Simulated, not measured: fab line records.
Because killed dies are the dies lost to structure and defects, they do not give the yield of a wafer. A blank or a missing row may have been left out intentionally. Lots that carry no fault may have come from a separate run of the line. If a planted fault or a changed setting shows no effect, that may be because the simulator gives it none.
Struck lot and sound lot, side by side :: flow berkeleyCmos170 :: 14 steps out of a route of 331
Sound: these wafers, L255.1, L255.4, L255.5. Wafers L249.1, L249.2, L249.5 were the ones struck. The cause is named last.
Order at every step that has rows: each side's tool, ch and its chambers, its first start. Under that, the readings that differ: sound wafers :: struck wafers :: difference of the means :: sigmas: that difference in standard deviations of wafers without a fault.
alike: readings with means less than 2 such deviations apart, plus words and numbers identical on both sides. not compared: withheld readings, readings lacking a value on some wafer, bounds such as >300 that could conceal the same value, and numbers that have no deviation in the record and whose values overlap.
A row with sigmas, a row that says differs or no value, or rows on one side alone: a step with any of these is where the two part. Numbers that have no deviation but don't overlap get no sigmas and don't part them. A reading missing from all wafers of one side parts the sides only when that side holds two or more wafers.

UCB170_M2_STRIP_07: strips in O2.
  sound on plasmaAsher-03 ch 0,1, day 12 12:17; struck on plasmaAsher-03 ch 0,1, day 11 00:29
  alike: chamberPressureMTorr, drypumpMotorCurrentA, oesProductAu, stripTimeToEndpointS
  not compared: rfHoursCounterH
then, 7 steps without rows for these wafers: UCB170_M2_STRIP_08 (strips KrF in DMSO, time 600 s); UCB170_M2_COAT_09; UCB170_M2_COAT_10 (resist thk 900 nm); UCB170_M2_SOFTBAKE_11 (time 60 s); UCB170_M2_EXPOSE_12 (exposes mask METAL2, target cd 700 nm); UCB170_M2_PEB_13; UCB170_M2_DEVELOP_14 (develop time 45 s).
UCB170_M2_CD_MEAS_15 targets a cd of 700 nm.
  sound: cdSem-02 at day 12 14:13; struck: cdSem-01 at day 11 02:54
  alike: cdNm
UCB170_M2_OVL_MEAS_16:
  sound: overlay-01 at day 12 14:20; struck: overlay-01 at day 11 03:01
  alike: M2_OVL
UCB170_M2_ETCH_17: etches BARC in N2/H2.
  sound on rieDiel-03 ch 0,3, day 12 14:22; struck on rieDiel-03 ch 0,1, day 11 03:04
  alike: chamberPressureMTorr, drypumpMotorCurrentA, n2FlowSccm, oesProductAu, throttleValvePct
UCB170_M2_METAL_ETCH_18: etches Al in Cl2/BCl3, stops on SiO2, target depth 1170 nm, time 195 s.
  sound on rieMetal-01 ch 0,1, day 12 14:25; struck on rieMetal-03 ch 0,1, day 11 03:06
  alike: chamberPressureMTorr, drypumpMotorCurrentA, mfcCl2Sccm, oesProductAu, throttleValvePct
  not compared: rfHoursCounterH
UCB170_M2_STRIP_19: strips in O2.
  sound on plasmaAsher-04 ch 1, day 12 14:36; struck on plasmaAsher-03 ch 0,1, day 11 03:17
  no value came back on the struck wafers for chamberPressureMTorr (mTorr), drypumpMotorCurrentA (A), oesProductAu (a.u.); on the sound wafers chamberPressureMTorr (mTorr) reads 3500.6 3499.5 3496.6
reading: model.KrF_of_M2_COAT_10.thkNm (nm)
sound: 0 0 0
struck: 218.2 172.2 221.6
difference: +204.0
sigmas: 
  not compared: rfHoursCounterH
UCB170_M2_CD_MEAS_90 targets a cd of 700 nm.
  sound: cdSem-01 at day 12 14:42; struck: cdSem-02 at day 11 03:23
  alike: cdNm

## WHERE THEY PART
Only at UCB170_M2_STRIP_19, within this record. Later steps at which nothing parts them and some readings are alike: UCB170_M2_CD_MEAS_90.

WHY: what the simulator had put in
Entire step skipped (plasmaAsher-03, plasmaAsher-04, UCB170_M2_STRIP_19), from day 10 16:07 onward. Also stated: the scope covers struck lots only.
